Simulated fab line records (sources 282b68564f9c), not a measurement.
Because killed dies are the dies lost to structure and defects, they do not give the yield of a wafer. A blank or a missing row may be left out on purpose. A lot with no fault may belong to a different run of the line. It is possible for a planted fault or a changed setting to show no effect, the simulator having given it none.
fab line records    flow rit-cmos
record lots=14  wafers=42  last-day=7
route steps=202 shown FOX2@23 M1@202
lots that met no fault: from a run of the same line without faults
start-h: the number of hours between the record's first day and the start of the first shown wafer of the lot    wait-h: time in hours since the lot's previous step    " as in the row above    L1.1+2: one row covering several wafers at once    - no value, or no start given    * or withheld: withheld    < > ~ a bound
route shown NAME@n: names a module that has steps shown in the file, with the first one's number in the route    usual: average and standard deviation across the fault-free wafers    same: alike in all rows    chamber/n: place in a boat    sites: each site's reading    _std_site: standard deviation of those values    _edge_site: mean of outer sites minus mean of inner sites    radius-mm: how far each site lies from the wafer's centre    mask NAME#n: copy n    behind: tool/chamber where the wafer was last shaped    hold: cause of the lot's hold/its duration in hours/its outcome    device: whichever transistor did not switch (one of n, p or np)    end of line: the tests these same wafers got at the end of their route    step lacking rows: just its recipe    killed: at the first sort, the dies lost to defects and structure; wafer yield is something else    map: shows each die of a wafer: x if killed, . if not, _ if none is there
set.NAME: setting as actually run; set.NAME@STEP: the setting as run at that earlier step    model.NAME: the simulator's own value behind a step, which no gauge read
route steps across a sampled set of lots; one table per step, one row per wafer
services: the hour from which a tool's chamber was out of use, counted from the record's first day as start-h (under 0 if before that day), plus the number of hours and why
## steps
# step RIT_FOX2_OXIDATION_00
# recipe temp-c=1100  ambient=H2O  target-thk-a=3507  p-h2o-torr=720  ox-time-s=1130
# usual ox-temp-c=1100.0/0.46
lot.wafer  tool        chamber  start-h  wait-h  ox-temp-c
L829.2     furnace-03  0        18.83    1.3     1099.6
L829.4     "           0        "        "       1099.3
L829.6     "           0        "        "       1100.2
L830.1     furnace-02  0        22.71    0.0     1099.0
L830.3     "           0        "        "       1099.7
L830.5     "           0        "        "       1099.5
L831.1     furnace-01  0        27.01    0.0     1100.5
L831.3     "           0        "        "       1100.3
L831.6     "           0        "        "       1100.5
L832.1     furnace-03  0        32.35    0.0     1100.5
L832.4     "           0        "        "       1100.1
L832.5     "           0        "        "       1100.4
L833.2     furnace-02  0        38.16    0.0     1099.5
L833.3     "           0        "        "       1100.7
L833.5     "           0        "        "       1100.0
L834.2     furnace-03  0        43.34    0.0     1100.0
L834.3     "           0        "        "       1099.7
L834.5     "           0        "        "       1099.5
L834.2     furnace-03  0        45.50    0.9     1100.2
L834.3     "           0        "        "       1100.5
L834.5     "           0        "        "       1099.6
L839.3     furnace-03  0        67.53    0.0     1099.6
L839.4     "           0        "        "       1100.1
L839.5     "           0        "        "       1100.2
L842.3     furnace-01  0        83.54    0.0     1099.7
L842.4     "           0        "        "       1099.5
L842.5     "           0        "        "       1100.1
L842.3     furnace-01  0        85.03    0.2     1099.7
L842.4     "           0        "        "       1099.6
L842.5     "           0        "        "       1100.0
L845.1     furnace-03  0        97.24    0.0     1099.7
L845.3     "           0        "        "       1100.2
L845.5     "           0        "        "       1101.0
L846.2     furnace-02  0        103.07   0.0     1100.5
L846.3     "           0        "        "       1099.9
L846.6     "           0        "        "       1099.9
L847.3     furnace-03  0        107.57   0.0     1100.3
L847.4     "           0        "        "       1100.3
L847.5     "           0        "        "       1099.7
L849.1     furnace-02  0        117.41   0.0     1100.4
L849.3     "           0        "        "       1099.8
L849.6     "           0        "        "       1100.6
L850.2     furnace-03  0        122.12   0.0     1099.5
L850.4     "           0        "        "       1100.5
L850.5     "           0        "        "       1100.9
L852.1     furnace-01  0        132.05   0.1     1100.3
L852.2     "           0        "        "       1099.8
L852.3     "           0        "        "       1100.4
# step RIT_FOX2_THK_MEAS_01
# recipe reads=SiO2_of_FOX2_OXIDATION_00
# usual FOX2_OXIDE_THK=353/5.9
lot.wafer  tool           chamber  start-h  wait-h  FOX2_OXIDE_THK[nm]
L829.2     film-metro-01  -        20.15    0.0     348
L829.4     "              -        "        "       349
L829.6     "              -        "        "       347
L830.1     film-metro-01  -        24.02    0.0     350
L830.3     "              -        "        "       351
L830.5     "              -        "        "       352
L831.1     film-metro-01  -        28.32    0.0     346
L831.3     "              -        "        "       346
L831.6     "              -        "        "       347
L832.1     film-metro-02  -        33.66    0.0     351
L832.4     "              -        "        "       361
L832.5     "              -        "        "       353
L833.2     film-metro-01  -        39.48    0.0     359
L833.3     "              -        "        "       365
L833.5     "              -        "        "       355
L834.2     film-metro-03  -        46.83    0.0     510
L834.3     "              -        "        "       532
L834.5     "              -        "        "       520
L839.3     film-metro-01  -        68.86    0.0     361
L839.4     "              -        "        "       362
L839.5     "              -        "        "       360
L842.3     film-metro-01  -        86.36    0.0     536
L842.4     "              -        "        "       540
L842.5     "              -        "        "       525
L845.1     film-metro-03  -        98.55    0.0     345
L845.3     "              -        "        "       346
L845.5     "              -        "        "       348
L846.2     film-metro-03  -        104.40   0.0     353
L846.3     "              -        "        "       349
L846.6     "              -        "        "       352
L847.3     film-metro-01  -        108.90   0.0     342
L847.4     "              -        "        "       343
L847.5     "              -        "        "       342
L849.1     film-metro-01  -        118.72   0.0     345
L849.3     "              -        "        "       350
L849.6     "              -        "        "       350
L850.2     film-metro-03  -        123.45   0.0     346
L850.4     "              -        "        "       348
L850.5     "              -        "        "       341
L852.1     film-metro-01  -        133.37   0.0     348
L852.2     "              -        "        "       346
L852.3     "              -        "        "       354
# step RIT_FOX2_THK_MEAS_90
# recipe reads=SiO2_of_FOX2_OXIDATION_00
# usual FIELD_OXIDE_LEFT_1_THK=325/6
lot.wafer  tool           chamber  start-h  wait-h  FIELD_OXIDE_LEFT_1_THK[nm]
L829.2     film-metro-01  -        21.03    0.0     320
L829.4     "              -        "        "       321
L829.6     "              -        "        "       319
L830.1     film-metro-01  -        24.90    0.0     323
L830.3     "              -        "        "       323
L830.5     "              -        "        "       325
L831.1     film-metro-01  -        29.27    0.0     320
L831.3     "              -        "        "       319
L831.6     "              -        "        "       320
L832.1     film-metro-01  -        34.54    0.0     324
L832.4     "              -        "        "       334
L832.5     "              -        "        "       326
L833.2     film-metro-01  -        40.36    0.0     332
L833.3     "              -        "        "       338
L833.5     "              -        "        "       328
L834.2     film-metro-02  -        47.79    0.0     482
L834.3     "              -        "        "       504
L834.5     "              -        "        "       492
L839.3     film-metro-01  -        69.74    0.0     334
L839.4     "              -        "        "       335
L839.5     "              -        "        "       332
L842.3     film-metro-03  -        87.99    0.0     510
L842.4     "              -        "        "       514
L842.5     "              -        "        "       498
L845.1     film-metro-03  -        99.43    0.0     317
L845.3     "              -        "        "       318
L845.5     "              -        "        "       320
L846.2     film-metro-01  -        105.28   0.0     326
L846.3     "              -        "        "       322
L846.6     "              -        "        "       324
L847.3     film-metro-01  -        109.78   0.0     315
L847.4     "              -        "        "       316
L847.5     "              -        "        "       315
L849.1     film-metro-01  -        119.60   0.0     317
L849.3     "              -        "        "       323
L849.6     "              -        "        "       322
L850.2     film-metro-03  -        124.32   0.0     319
L850.4     "              -        "        "       321
L850.5     "              -        "        "       314
L852.1     film-metro-01  -        134.24   0.0     320
L852.2     "              -        "        "       319
L852.3     "              -        "        "       326
# step RIT_FOX2_THK_MEAS_91
# recipe reads=SiO2_of_FOX2_OXIDATION_00
# usual FIELD_OXIDE_LEFT_2_THK=257/6.1
lot.wafer  tool           chamber  start-h  wait-h  FIELD_OXIDE_LEFT_2_THK[nm]
L829.2     film-metro-02  -        33.49    0.0     252
L829.4     "              -        "        "       252
L829.6     "              -        "        "       251
L830.1     film-metro-02  -        37.45    0.0     256
L830.3     "              -        "        "       255
L830.5     "              -        "        "       257
L831.1     film-metro-03  -        41.65    0.0     252
L831.3     "              -        "        "       252
L831.6     "              -        "        "       254
L832.1     film-metro-03  -        46.73    0.0     256
L832.4     "              -        "        "       267
L832.5     "              -        "        "       258
L833.2     film-metro-03  -        52.82    0.0     264
L833.3     "              -        "        "       270
L833.5     "              -        "        "       260
L834.2     film-metro-01  -        61.63    0.0     414
L834.3     "              -        "        "       436
L834.5     "              -        "        "       423
L839.3     film-metro-03  -        82.72    0.0     266
L839.4     "              -        "        "       268
L839.5     "              -        "        "       265
L842.3     film-metro-02  -        101.69   0.0     442
L842.4     "              -        "        "       446
L842.5     "              -        "        "       431
L845.1     film-metro-01  -        112.12   0.0     249
L845.3     "              -        "        "       250
L845.5     "              -        "        "       252
L846.2     film-metro-01  -        117.93   0.1     257
L846.3     "              -        "        "       253
L846.6     "              -        "        "       256
L847.3     film-metro-01  -        122.69   0.0     246
L847.4     "              -        "        "       247
L847.5     "              -        "        "       245
L849.1     film-metro-01  -        132.05   0.0     248
L849.3     "              -        "        "       254
L849.6     "              -        "        "       254
L850.2     film-metro-02  -        136.70   0.0     251
L850.4     "              -        "        "       253
L850.5     "              -        "        "       246
L852.1     film-metro-02  -        146.88   0.0     252
L852.2     "              -        "        "       250
L852.3     "              -        "        "       258
# step RIT_M1_PROBE_99
# usual killed-at-contacts=0.1/0.24  killed-at-front-end=6.8/2.8  killed-dies=6.9/2.8  killed-open=3.3/1.9  killed-short=3.5/1.8
# same gross-dies=264  killed_at_M0_to_M3=0  killed_at_M4_up=0  killed-at-back-side=0  killed-at-other=0
lot.wafer  tool       chamber  start-h  wait-h  killed-at-contacts  killed-at-front-end  killed-dies  killed-open  killed-short
L834.2     prober-02  -        93.54    0.1     0                   5                    5            2            3
L834.3     prober-02  -        93.59    0.2     0                   4                    4            4            0
L834.5     prober-02  -        93.69    0.2     0                   5                    5            2            3
L842.3     prober-02  -        128.96   0.2     0                   8                    8            5            3
L842.4     prober-02  -        129.01   0.2     0                   11                   11           5            6
L842.5     prober-02  -        129.06   0.2     0                   11                   11           7            4
# killed by level:class
L834.2 FOX2:geometric-particle:short=2 GATE:geometric-particle:short=1 GATE:geometric-particle:open=1 SILICIDE:geometric-particle:open=1
L834.3 GATE:geometric-particle:open=2 SPACER:geometric-particle:open=1 SILICIDE:geometric-particle:open=1
L834.5 FOX2:geometric-particle:short=2 FOX1:geometric-particle:short=1 FOX1:geometric-particle:open=1 FOX2:geometric-particle:open=1
L842.3 GATE:geometric-particle:short=2 REOX:geometric-particle:open=2 FOX1:geometric-particle:open=1 GATE:geometric-particle:open=1 SPACER:geometric-particle:short=1 SILICIDE:geometric-particle:open=1
L842.4 SILICIDE:geometric-particle:short=4 FOX1:geometric-particle:open=2 GATE:geometric-particle:open=2 FOX1:geometric-particle:short=1 SPACER:geometric-particle:short=1 SILICIDE:geometric-particle:open=1
L842.5 FOX1:geometric-particle:open=6 SPACER:geometric-particle:short=2 GATE:geometric-particle:short=1 GATE:geometric-particle:open=1 REOX:geometric-particle:short=1
## services
tool        chamber  start-h  hours  kind
furnace-01  -        4.59     4.0    pm
furnace-03  -        74.59    3.4    pm
furnace-03  -        77.94    4.1    pm
## key
first-sign step=RIT_FOX2_OXIDATION_00  reading=visit  direction=added
effect step=RIT_FOX2_THK_MEAS_01  reading=FOX2_OXIDE_THK  direction=up  sigmas=30  usual=353  struck=527
effect step=RIT_FOX2_THK_MEAS_90  reading=FIELD_OXIDE_LEFT_1_THK  direction=up  sigmas=29  usual=325  struck=500
effect step=RIT_FOX2_THK_MEAS_91  reading=FIELD_OXIDE_LEFT_2_THK  direction=up  sigmas=28  usual=257  struck=432
met-at RIT_FOX2_OXIDATION_00
struck-lots L834,L842
tester-left-out L834,L842
fault kind=repeated-step-whole  tool=furnace-01,furnace-02,furnace-03  chamber=-  onset-h=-  steps=RIT_FOX2_OXIDATION_00  times=1  scope=struck-lots-only
# tester-left-out: of these lots the tester's yield and bins aren't shown, on N5 and GAA mostly nor the transistor test; their killed dies are dies lost to structure and defects alone, not to doping, threshold or leakage, so they don't give the yield
